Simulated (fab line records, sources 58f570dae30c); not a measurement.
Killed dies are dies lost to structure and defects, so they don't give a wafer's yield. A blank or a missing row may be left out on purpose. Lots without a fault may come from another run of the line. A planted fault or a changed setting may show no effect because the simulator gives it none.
fab line records | flow berkeley_cmos170
record lots=5 wafers=15 last_day=11
route steps=331 shown M1@238
lots that met no fault: from a run of the same line without faults
start_h: hours from the record's first day to the start of the lot's first wafer shown | wait_h: hours since the lot's step before | " the same as in the row above | L1.1+2: a row that stands for several wafers | - no value, or no start given | * or withheld: withheld | < > ~ a bound
route shown NAME@n: a module of which the file shows steps, and the number in the route of the first | usual: mean/standard deviation of fault-free wafers | same: alike in all rows | chamber/n: place in a boat | sites: the reading at each site | _std_site: their standard deviation | _edge_site: outer sites' mean less inner sites' | radius_mm: how far each site lies from the wafer's centre | mask NAME#n: copy n | behind: the tool/chamber that last shaped the wafer | hold: why the lot was held/for how many hours/how that ended | device: the transistor (n, p or np) that didn't switch | end of line: the same wafers' tests at the end of the route | a step without rows: its recipe alone | killed: dies lost to structure and defects at the first sort, not the wafer's yield | map: a wafer's dies, x killed, . not, _ none there
set.NAME: the setting as run; set.NAME@STEP: as run at that earlier step | model.NAME: the simulator's own value behind a step, which no gauge read
lots at some steps of the route; a table a step, a row a wafer
services: from which hour (start_h, from the record's first day; less than 0 if before it) a tool's chamber was out of use, for how many hours, and why
## steps
# step UCB170_M1_SPUTTER_00
# recipe material=Al target_thk_nm=600 time_s=80 power_w=6000 chamber_pressure_pa=0.5
# usual throttle_valve_pct=30.3/0.66
# columns lot.wafer tool chamber start_h wait_h throttle_valve_pct
L998.1 pvd_sputter-03 - 144.27 0.0 29.9
L998.4 " - " " 31.0
L998.5 " - " " 29.8
L106.1 pvd_sputter-03 - 188.73 0.0 30.8
L106.3 " - " " 29.7
L106.6 " - " " 30.0
L109.1 pvd_sputter-04 - 200.12 0.0 29.6
L109.3 " - " " 30.3
L109.6 " - " " 30.3
L116.2 pvd_sputter-03 - 228.89 0.0 30.9
L116.4 " - " " 29.7
L116.5 " - " " 30.5
L119.1 pvd_sputter-02 - 252.49 0.0 28.9
L119.3 " - " " 30.9
L119.6 " - " " 30.8
# step UCB170_M1_RS_MEAS_01
# recipe thk_meas_gauge=four-point-probe reads=Al_of_M1_SPUTTER_00
# usual M1_AL_RS=0.0485/0.00063
# columns lot.wafer tool chamber start_h wait_h M1_AL_RS[ohm/sq]
L998.1 film_metro-04 - 144.33 0.0 0.0489
L998.4 " - " " 0.0492
L998.5 " - " " 0.0489
L106.1 film_metro-03 - 188.79 0.0 0.0492
L106.3 " - " " 0.0482
L106.6 " - " " 0.0491
L109.1 film_metro-02 - 200.19 0.0 0.0487
L109.3 " - " " 0.0480
L109.6 " - " " 0.0478
L116.2 film_metro-04 - 228.97 0.1 0.0496
L116.4 " - " " 0.0493
L116.5 " - " " 0.0490
L119.1 film_metro-04 - 252.55 0.0 0.0467
L119.3 " - " " 0.0481
L119.6 " - " " 0.0480
# step UCB170_M1_THK_MEAS_02
# recipe thk_meas_gauge=xrf reads=Al_of_M1_SPUTTER_00
# usual M1_AL_THK=602/8.3
# columns lot.wafer tool chamber start_h wait_h M1_AL_THK[nm]
L998.1 film_metro-04 - 144.45 0.1 601
L998.4 " - " " 596
L998.5 " - " " 600
L106.1 film_metro-03 - 188.91 0.1 590
L106.3 " - " " 607
L106.6 " - " " 595
L109.1 film_metro-02 - 200.31 0.1 596
L109.3 " - " " 604
L109.6 " - " " 605
L116.2 film_metro-04 - 229.08 0.1 590
L116.4 " - " " 595
L116.5 " - " " 603
L119.1 film_metro-04 - 252.67 0.1 627
L119.3 " - " " 614
L119.6 " - " " 613
# step UCB170_M1_COAT_03
# recipe resist=BARC temp_c=withheld time_s=withheld spin_rpm=3000 resist_thk_nm=withheld
# step UCB170_M1_COAT_04
# recipe resist=KrF spin_rpm=1500 resist_thk_nm=900
# step UCB170_M1_SOFTBAKE_05
# recipe resist=KrF temp_c=130 time_s=60
# step UCB170_M1_EXPOSE_06
# recipe mask_id=METAL1 target_cd_nm=700 na=0.5 sigma_outer=0.6 source_shape=conventional dose_mj=21
# step UCB170_M1_PEB_07
# recipe peb_temp_c=130 peb_time_s=withheld resist=KrF
# step UCB170_M1_DEVELOP_08
# recipe developer=TMAH develop_time_s=45 resist=KrF dev_temp_c=21
# step UCB170_M1_CD_MEAS_09
# recipe target_cd_nm=700
# usual cd_nm=700.2/1.4
# columns lot.wafer tool chamber start_h wait_h cd_nm
L998.1 cd_sem-01 - 145.35 - 701.0
L998.4 " - " " 701.4
L998.5 " - " " 701.3
L106.1 cd_sem-01 - 190.17 - 702.9
L106.3 " - " " 700.6
L106.6 " - " " 700.7
L109.1 cd_sem-01 - 201.33 - 698.7
L109.3 " - " " 699.0
L109.6 " - " " 698.4
L116.2 cd_sem-01 - 230.13 - 699.5
L116.4 " - " " 698.6
L116.5 " - " " 699.4
L119.1 cd_sem-01 - 253.70 - 698.7
L119.3 " - " " 698.6
L119.6 " - " " 699.2
# step UCB170_M1_OVL_MEAS_10
# usual M1_OVL=-1/5
# columns lot.wafer tool chamber start_h wait_h M1_OVL[nm]
L998.1 overlay-01 - 145.47 0.1 -3
L998.4 " - " " 2
L998.5 " - " " -6
L106.1 overlay-01 - 190.29 0.1 -5
L106.3 " - " " -3
L106.6 " - " " -3
L109.1 overlay-01 - 201.45 0.1 -3
L109.3 " - " " -1
L109.6 " - " " -1
L116.2 overlay-01 - 230.23 0.1 -7
L116.4 " - " " -9
L116.5 " - " " -2
L119.1 overlay-02 - 253.82 0.1 5
L119.3 " - " " -1
L119.6 " - " " -1
# step UCB170_M1_ETCH_11
# recipe chemistry=N2/H2 target_depth_a=withheld overetch_a=withheld target=BARC time_s=withheld source_w=500 bias_w=100 pressure_mtorr=30 n2_flow_sccm=100 h2_flow_sccm=200
# usual drypump_motor_current_A=5.6/0.5 h2_flow_sccm=200.0/0.64 oes_product_au=0.99/0.036 rf_fwd_power_W=495.1/1.9 throttle_valve_pct=13.25/0.2
# columns lot.wafer tool chamber start_h wait_h drypump_motor_current_A h2_flow_sccm oes_product_au rf_fwd_power_W throttle_valve_pct
L998.1 rie_diel-04 1 145.51 0.0 5.5 199.5 0.98 496.2 13.15
L998.4 " 2 " " 6.0 201.0 1.00 493.6 12.93
L998.5 " 3 " " 5.7 199.5 0.97 496.0 13.60
L106.1 rie_diel-03 0 190.32 0.0 6.1 199.9 0.94 493.9 13.36
L106.3 " 1 " " 5.4 199.6 1.02 496.1 13.15
L106.6 " 2 " " 5.5 199.8 1.04 494.6 13.12
L109.1 rie_diel-03 0 201.49 0.0 6.0 200.0 0.95 495.9 13.37
L109.3 " 3 " " 4.9 200.1 1.03 495.5 13.26
L109.6 " 3 " " 4.9 198.6 1.04 494.7 13.26
L116.2 rie_diel-01 0 230.26 0.0 4.9 199.8 0.95 495.2 13.16
L116.4 " 3 " " 6.6 200.3 0.98 496.8 13.38
L116.5 " 0 " " 4.9 199.9 0.98 494.6 13.16
L119.1 rie_diel-04 3 253.86 0.0 5.6 201.0 0.98 494.1 13.60
L119.3 " 0 " " 5.3 199.7 1.04 495.5 13.07
L119.6 " 3 " " 5.7 200.7 0.99 494.3 13.60
# step UCB170_M1_METAL_ETCH_12
# recipe chemistry=Cl2/BCl3 target=Al stop_on=PSG pressure_mtorr=12 target_depth_a=7800 over_etch_frac=0.3 time_s=130 icp_w=600 bias_w=120 Cl2_flow_sccm=90 bcl3_flow_sccm=45
# usual drypump_motor_current_A=5.76/0.29 oes_product_au=0.847/0.011 rf_fwd_power_W=596.3/1.9 throttle_valve_pct=24.46/0.27
# columns lot.wafer tool chamber start_h wait_h drypump_motor_current_A oes_product_au rf_fwd_power_W rf_hours_counter_h throttle_valve_pct model.KrF_of_M1_COAT_04.thk_nm model.M1.feature_depth_nm model.etch.depth_nm
L998.1 rie_metal-01 0 145.55 - 5.78 0.829 597.9 8 24.56 446.2 631 594.1
L998.4 " 0 " " 5.76 0.837 596.3 - 24.53 443.8 628.8 591.8
L998.5 " 1 " " 5.51 0.839 596.5 - 24.00 428 633 594.6
L106.1 rie_metal-02 0 190.37 - 6.01 0.834 594.7 4 24.80 424 629.9 591.2
L106.3 " 1 " " 5.36 0.770 354.3 - 24.67 612.4 489.2 489.2
L106.6 " 0 " " 6.02 0.839 595.5 - 24.82 418.3 632.9 594.2
L109.1 rie_metal-02 0 201.53 - 6.04 0.838 597.5 5 24.79 426.6 636.9 598.2
L109.3 " 0 " " 6.01 0.845 597.0 - 24.81 419 644.6 606
L109.6 " 0 " " 6.02 0.849 596.4 - 24.78 415.4 647.1 608.5
L116.2 rie_metal-03 1 230.31 - 6.27 0.843 593.5 2 24.41 426 624.3 586.5
L116.4 " 0 " " 5.65 0.847 594.6 - 24.37 436.8 627.2 590.4
L116.5 " 1 " " 6.24 0.850 597.1 - 24.39 428.5 632.5 594.7
L119.1 rie_metal-01 1 253.90 - 5.49 0.865 595.8 13 23.98 424.1 661.9 623.9
L119.3 " 1 " " 5.47 0.856 595.5 - 23.99 421.4 643.1 605.1
L119.6 " 1 " " 5.49 0.859 596.5 - 23.99 422.2 644.6 606.6
# step UCB170_M1_STRIP_13
# recipe chemistry=O2 power_w=400 pressure_mtorr=3500 platen_temp_c=withheld o2_flow_sccm=400 overash_fraction=0.5
# usual drypump_motor_current_A=5.6/0.33 oes_product_au=0.719/0.0044
# columns lot.wafer tool chamber start_h wait_h drypump_motor_current_A oes_product_au rf_hours_counter_h
L998.1 plasma_asher-02 1 145.68 0.1 5.0 0.720 45
L998.4 " 0 " " 5.8 0.722 -
L998.5 " 0 " " 5.8 0.721 -
L106.1 plasma_asher-02 1 190.50 0.1 5.0 0.714 50
L106.3 " 0 " " 5.8 0.725 -
L106.6 " 1 " " 5.0 0.728 -
L109.1 plasma_asher-03 1 201.80 0.2 5.2 0.719 9
L109.3 " 0 " " 5.8 0.720 -
L109.6 " 1 " " 5.2 0.725 -
L116.2 plasma_asher-01 1 230.44 0.1 5.9 0.720 48
L116.4 " 1 " " 5.9 0.725 -
L116.5 " 0 " " 5.6 0.718 -
L119.1 plasma_asher-01 0 254.03 0.1 5.5 0.718 50
L119.3 " 0 " " 5.5 0.722 -
L119.6 " 0 " " 5.5 0.721 -
# step UCB170_M1_CD_MEAS_90
# recipe target_cd_nm=700
# usual cd_nm=700/3.3
# columns lot.wafer tool chamber start_h wait_h cd_nm
L998.1 cd_sem-02 - 145.78 0.1 698
L998.4 " - " " 696
L998.5 " - " " 705
L106.1 cd_sem-02 - 190.60 0.1 700
L106.3 " - " " 715
L106.6 " - " " 698
L109.1 cd_sem-02 - 201.90 0.1 696
L109.3 " - " " 698
L109.6 " - " " 697
L116.2 cd_sem-02 - 230.56 0.1 702
L116.4 " - " " 700
L116.5 " - " " 701
L119.1 cd_sem-01 - 254.13 0.1 700
L119.3 " - " " 702
L119.6 " - " " 702
# step UCB170_M1_ANNEAL_14
# recipe temp_c=400 time_s=1200 ambient=forming_gas
## services
# columns tool chamber start_h hours kind
rie_diel-01 0 120.75 5.6 repair
rie_diel-03 2 122.42 - clean
rie_diel-03 2 122.42 24.0 scheduled_down
rie_diel-04 2 126.02 7.5 repair
rie_metal-03 - 129.90 0.8 repair
rie_diel-04 1 131.23 8.4 repair
plasma_asher-03 - 139.28 9.0 repair
pvd_sputter-02 - 140.75 1.0 repair
rie_diel-01 0 141.44 3.4 repair
rie_diel-01 1 149.65 1.7 repair
rie_diel-04 - 155.29 2.0 repair
rie_metal-03 - 158.08 2.8 pm
rie_diel-01 1 165.23 56.0 repair
rie_diel-04 1 165.85 1.8 repair
pvd_sputter-02 - 168.72 22.3 repair
rie_diel-03 0 169.27 5.4 repair
rie_diel-04 - 178.74 2.8 pm
rie_metal-01 - 186.15 1.4 pm
pvd_sputter-03 - 193.43 1.0 repair
rie_metal-02 1 233.36 6.5 repair
rie_metal-02 - 236.18 3.9 repair
pvd_sputter-04 - 241.12 18.4 repair
rie_diel-03 - 243.52 15.6 pm
plasma_asher-01 - 243.73 4.2 repair
## key
first_sign step=UCB170_M1_METAL_ETCH_12 reading=rf_fwd_power_W direction=down sigmas=99+ usual=596.3 struck=354.3
effect step=UCB170_M1_METAL_ETCH_12 reading=oes_product_au direction=down sigmas=7.1 usual=0.847 struck=0.770
effect step=UCB170_M1_CD_MEAS_90 reading=cd_nm direction=up sigmas=4.6 usual=700 struck=715
model_effect step=UCB170_M1_METAL_ETCH_12 value=KrF_of_M1_COAT_04.thk_nm without=451.8 struck=612.4
met_at UCB170_M1_METAL_ETCH_12
struck_wafers L106.3
later_rows_left_out L106.3
sort_left_out L106.3
fault kind=process_parameter_drift tool=rie_metal-02 chamber=1 onset_h=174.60 steps=UCB170_M1_METAL_ETCH_12 channel=icp_w offset=-240 shape=step end_h=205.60 acts_in=these_recipes_only stated=600
# sort_left_out: the simulated sort isn't trusted on such a fault, so these wafers' sort isn't shown, and their yield isn't known
# later_rows_left_out: the simulator's readings of these wafers behind a module that went badly wrong aren't trusted and aren't shown, but for the sort
